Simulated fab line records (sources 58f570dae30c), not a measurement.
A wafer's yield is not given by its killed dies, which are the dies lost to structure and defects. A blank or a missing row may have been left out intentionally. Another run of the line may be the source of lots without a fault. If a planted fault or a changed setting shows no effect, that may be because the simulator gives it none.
The tool behind it: which one? -- flow berkeleyCmos170 -- 24 lots with 72 wafers sampled at 6 steps, on a route of 331 steps

== WHAT THE GAUGES SHOWED, per wafer ==
UCB170_CONTACT_THK_MEAS_02. Usual: for CONTACT_PSG_THK the level is 700 nm and the standard deviation is 6.6.
lot,measured,on,CONTACT_PSG_THK (nm),flag
L074,day 7 01:35,filmMetro-03,681 688 693,
L076,day 7 11:30,filmMetro-01,692 690 689,
L075,day 7 12:45,filmMetro-03,714 706 708,
L079,day 8 05:34,filmMetro-01,706 706 708,
L077,day 8 05:35,filmMetro-03,701 703 704,
L078,day 8 05:35,filmMetro-02,708 708 710,
L080,day 8 05:39,filmMetro-01,709 703 702,
L081,day 8 05:39,filmMetro-03,702 703 699,
L082,day 8 18:33,filmMetro-01,696 694 697,
L086,day 9 06:43,filmMetro-01,707 706 705,
L083,day 9 08:29,filmMetro-01,705 704 704,
L085,day 9 08:29,filmMetro-03,700 699 698,
L084,day 9 08:31,filmMetro-02,711 710 704,
L087,day 9 15:24,filmMetro-02,694 690 691,
L088,day 9 21:58,filmMetro-03,701 697 701,
L089,day 9 21:58,filmMetro-01,691 686 690,
L091,day 10 07:41,filmMetro-03,700 700 705,
L094,day 10 14:40,filmMetro-01,697 683 693,
L093,day 10 16:27,filmMetro-02,703 703 700,
L090,day 10 16:28,filmMetro-01,694 695 698,
L092,day 10 16:28,filmMetro-03,705 708 702,
L095,day 11 01:24,filmMetro-02,700 696 700,
L096,day 11 01:24,filmMetro-01,707 705 701,
L097,day 11 17:10,filmMetro-01,700 707 693,

UCB170_V1_THK_MEAS_04. Usual: for V1_POLISHED_THK the level is 1000.0 nm and the standard deviation is 1.2.
lot,measured,on,V1_POLISHED_THK (nm),flag
L074,day 7 10:07,filmMetro-02,1000.2 1000.3 1000.0,
L076,day 7 20:07,filmMetro-02,998.4 999.0 998.9,
L075,day 7 20:17,filmMetro-04,999.1 999.2 998.2,
L079,day 8 13:28,filmMetro-03,999.7 999.6 1000.9,
L077,day 8 13:28,filmMetro-04,1001.7 1001.4 999.3,
L078,day 8 13:46,filmMetro-02,999.6 998.9 999.9,
L080,day 8 16:08,filmMetro-04,1001.1 999.1 1000.5,
L081,day 8 16:08,filmMetro-03,999.8 999.3 999.7,
L082,day 9 03:31,filmMetro-03,1000.7 999.9 1000.1,
L086,day 9 18:26,filmMetro-03,1001.5 998.7 1001.1,
L083,day 9 19:02,filmMetro-02,1001.9 1000.3 1000.1,
L085,day 9 18:44,filmMetro-02,998.7 1000.6 1000.9,
L084,day 9 18:54,filmMetro-04,1001.1 999.7 1000.1,
L087,day 9 23:29,filmMetro-03,998.7 1000.2 999.1,
L088,day 10 08:42,filmMetro-02,1000.0 998.8 999.0,
L089,day 10 09:00,filmMetro-03,998.5 998.5 1000.8,
L091,day 10 20:28,filmMetro-04,1001.0 1000.4 998.8,
L094,day 11 00:30,filmMetro-03,1000.9 1001.4 1001.6,
L093,day 11 01:06,filmMetro-03,1000.5 1000.9 999.9,
L090,day 11 01:25,filmMetro-04,1000.9 1001.7 1001.0,
L092,day 11 00:49,filmMetro-02,1000.8 998.7 999.7,
L095,day 11 12:34,filmMetro-03,1001.3 998.0 999.5,
L096,day 11 12:34,filmMetro-02,998.8 998.6 998.8,
L097,day 12 00:19,filmMetro-02,1001.2 1001.1 1000.8,

UCB170_V1_CD_MEAS_12 targets a cd of 700 nm. Usual: cdNm 699.5 nm, standard deviation 1.5.
lot,measured,on,cdNm (nm),flag
L074,day 7 11:35,cdSem-02,703.4 701.8 703.8,
L076,day 7 23:50,cdSem-01,701.3 700.3 700.5,
L075,day 7 23:36,cdSem-02,700.8 699.9 699.9,
L079,day 8 14:52,cdSem-01,699.4 699.7 700.5,
L077,day 8 15:04,cdSem-01,699.3 698.3 697.5,
L078,day 8 17:40,cdSem-01,698.7 699.6 700.2,
L080,day 8 17:50,cdSem-01,698.5 700.8 699.5,
L081,day 8 18:05,cdSem-01,703.3 703.2 702.1,
L082,day 9 06:52,cdSem-01,700.6 698.2 698.8,
L086,day 9 20:28,cdSem-01,698.9 697.7 698.2,
L083,day 9 21:19,cdSem-01,697.5 698.1 697.2,
L085,day 9 20:43,cdSem-01,700.1 701.4 700.1,
L084,day 9 20:59,cdSem-01,700.3 699.7 701.2,
L087,day 10 02:57,cdSem-01,696.9 697.5 698.1,
L088,day 10 10:57,cdSem-01,698.6 700.1 697.7,
L089,day 10 11:11,cdSem-01,699.1 698.8 698.1,
L091,day 11 01:21,cdSem-01,699.4 699.1 699.8,
L094,day 11 03:46,cdSem-01,697.5 698.4 699.0,
L093,day 11 03:56,cdSem-01,698.7 697.2 698.6,
L090,day 11 04:26,cdSem-01,699.8 700.1 701.5,
L092,day 11 04:06,cdSem-01,700.2 699.0 698.2,
L095,day 11 14:14,cdSem-01,698.1 699.7 698.1,
L096,day 11 14:32,cdSem-01,698.8 699.6 699.7,
L097,day 12 02:09,cdSem-01,699.9 698.5 699.5,

UCB170_V2_OVL_MEAS_13. Usual: for V2_OVL the level is 1 nm and the standard deviation is 5.4.
lot,measured,on,V2_OVL (nm),flag
L074,day 7 18:53,overlay-02,6 3 8,
L076,day 8 06:42,overlay-01,-1 7 1,
L075,day 8 06:55,overlay-02,6 9 8,
L079,day 8 20:19,overlay-02,-6 -4 -5,
L077,day 8 20:56,overlay-02,-4 -4 -2,
L078,day 9 00:58,overlay-02,9 3 5,
L080,day 9 01:20,overlay-01,-6 3 0,
L081,day 9 01:27,overlay-02,-4 6 -5,
L082,day 9 12:47,overlay-01,0 -10 4,
L086,day 10 03:29,overlay-01,-1 -2 -3,
L083,day 10 05:17,overlay-01,-3 -6 -2,
L085,day 10 03:50,overlay-01,-5 -1 -1,
L084,day 10 04:20,overlay-01,-4 2 1,
L087,day 10 09:34,overlay-02,9 -7 -3,
L088,day 10 16:22,overlay-02,-4 -1 0,
L089,day 10 16:59,overlay-02,18 8 12,
L091,day 11 10:17,overlay-02,-4 -2 1,
L094,day 11 10:24,overlay-01,-1 4 -2,
L093,day 11 11:19,overlay-01,3 4 -5,
L090,day 11 12:11,overlay-01,-9 -12 -10,
L092,day 11 11:38,overlay-01,1 3 5,
L095,day 11 19:24,overlay-02,0 3 -5,
L096,day 11 19:58,overlay-01,6 6 5,
L097,day 12 09:28,overlay-02,7 -2 -1,

UCB170_M3_CD_MEAS_15 targets a cd of 700 nm. Usual: cdNm 699.5 nm, standard deviation 1.3.
lot,measured,on,cdNm (nm),flag
L074,day 7 23:45,cdSem-02,700.7 699.3 698.5,
L076,day 8 09:26,cdSem-01,699.2 699.3 700.7,
L075,day 8 10:11,cdSem-01,699.3 699.1 697.7,
L079,day 8 23:53,cdSem-01,700.4 700.3 701.8,
L077,day 9 01:06,cdSem-01,699.4 700.4 698.8,
L078,day 9 06:16,cdSem-01,699.4 701.2 701.5,
L080,day 9 06:25,cdSem-01,698.7 696.8 697.9,
L081,day 9 06:46,cdSem-01,698.1 698.8 699.6,
L082,day 9 15:34,cdSem-01,700.6 701.5 700.2,
L086,day 10 07:26,cdSem-01,698.6 700.2 698.6,
L083,day 10 08:36,cdSem-01,696.6 696.4 697.4,
L085,day 10 07:42,cdSem-01,700.2 700.4 701.1,
L084,day 10 08:21,cdSem-01,699.3 699.9 699.6,
L087,day 10 12:41,cdSem-01,698.1 698.1 698.8,
L088,day 10 19:28,cdSem-01,700.6 699.1 700.4,
L089,day 10 19:49,cdSem-01,700.1 700.9 700.7,
L091,day 11 13:11,cdSem-01,702.1 701.4 701.6,
L094,day 11 13:35,cdSem-01,698.1 698.5 699.2,
L093,day 11 14:25,cdSem-01,701.1 700.6 700.4,
L090,day 11 15:25,cdSem-01,699.6 698.0 698.8,
L092,day 11 15:11,cdSem-01,698.8 700.1 699.3,
L095,day 12 01:24,cdSem-01,699.0 699.4 699.2,
L096,day 12 01:31,cdSem-01,698.6 697.1 697.2,
L097,day 12 12:22,cdSem-01,701.3 701.7 701.6,

== WHICH TOOL RAN EACH LOT (tool, then ch and the chambers of the sampled wafers, then the start) ==
lot,UCB170_CONTACT_STRIP_19
L074,"plasmaAsher-04 ch 0,1, day 7 03:59"
L076,"plasmaAsher-02 ch 0,1, day 7 13:42"
L075,"plasmaAsher-01 ch 0,1, day 7 14:46"
L079,"plasmaAsher-02 ch 0,1, day 8 07:51"
L077,"plasmaAsher-04 ch 0,1, day 8 08:04"
L078,"plasmaAsher-01 ch 0,1, day 8 08:05"
L080,"plasmaAsher-02 ch 0,1, day 8 08:13"
L081,"plasmaAsher-04 ch 0,1, day 8 08:27"
L082,"plasmaAsher-01 ch 0, day 8 20:52"
L086,"plasmaAsher-04 ch 0,1, day 9 08:51"
L083,"plasmaAsher-04 ch 1, day 9 11:30"
L085,"plasmaAsher-01 ch 0,1, day 9 11:16"
L084,"plasmaAsher-02 ch 0,1, day 9 11:25"
L087,"plasmaAsher-01 ch 0,1, day 9 17:36"
L088,"plasmaAsher-02 ch 0,1, day 10 00:31"
L089,"plasmaAsher-02 ch 0,1, day 10 02:08"
L091,"plasmaAsher-01 ch 0,1, day 10 10:47"
L094,"plasmaAsher-04 ch 0, day 10 16:42"
L093,"plasmaAsher-04 ch 0,1, day 10 19:08"
L090,"plasmaAsher-01 ch 0,1, day 10 19:26"
L092,"plasmaAsher-01 ch 0,1, day 10 18:56"
L095,"plasmaAsher-01 ch 0,1, day 11 04:30"
L096,"plasmaAsher-04 ch 0,1, day 11 04:52"
L097,"plasmaAsher-01 ch 0,1, day 11 19:19"
- UCB170_CONTACT_STRIP_19: strips in O2.

== WHAT THE TOOLS THEMSELVES READ (means of the sampled wafers that have a number; where no wafer has one, the mark that the record gives instead) ==
UCB170_CONTACT_STRIP_19. Usual: drypumpMotorCurrentA 5.6 A, standard deviation 0.68; oesProductAu 0.725 a.u., standard deviation 0.0045.
lot,tool,drypumpMotorCurrentA (A),oesProductAu (a.u.),flag
L074,plasmaAsher-04,6.0,0.731,
L076,plasmaAsher-02,6.2,0.725,
L075,plasmaAsher-01,4.9,0.727,
L079,plasmaAsher-02,6.1,0.726,
L077,plasmaAsher-04,6.1,0.726,
L078,plasmaAsher-01,4.9,0.724,
L080,plasmaAsher-02,6.2,0.728,
L081,plasmaAsher-04,6.0,0.723,
L082,plasmaAsher-01,4.9,0.724,
L086,plasmaAsher-04,6.3,0.724,
L083,plasmaAsher-04,5.8,0.725,
L085,plasmaAsher-01,4.9,0.722,
L084,plasmaAsher-02,5.8,0.727,
L087,plasmaAsher-01,4.9,0.721,
L088,plasmaAsher-02,5.8,0.723,
L089,plasmaAsher-02,6.2,0.727,
L091,plasmaAsher-01,4.9,0.728,
L094,plasmaAsher-04,6.6,0.724,
L093,plasmaAsher-04,6.3,0.723,
L090,plasmaAsher-01,4.9,0.724,
L092,plasmaAsher-01,4.8,0.727,
L095,plasmaAsher-01,4.8,0.725,
L096,plasmaAsher-04,6.3,0.725,
L097,plasmaAsher-01,4.9,0.729,

== THE ANSWER, worked out from the rows above alone ==
Rule: lot off if the mean of its wafers having a number is beyond 3 standard deviations from the usual mean. A lot without any number at a reading at which 4 lots or more have one is off too. Where the step has rows for the other lots, those lots are counted as sound. The gauges are gone through in route order, then the tools' own readings, and for those a lot's mean is taken as printed above. The first step at which some lot is off is used, and at that step the reading that is off furthest; a lot without a number counts as furthest.
None of the lots is off at any reading shown; this tells nothing.

== WHAT WAS PUT IN BY THE SIMULATOR ==
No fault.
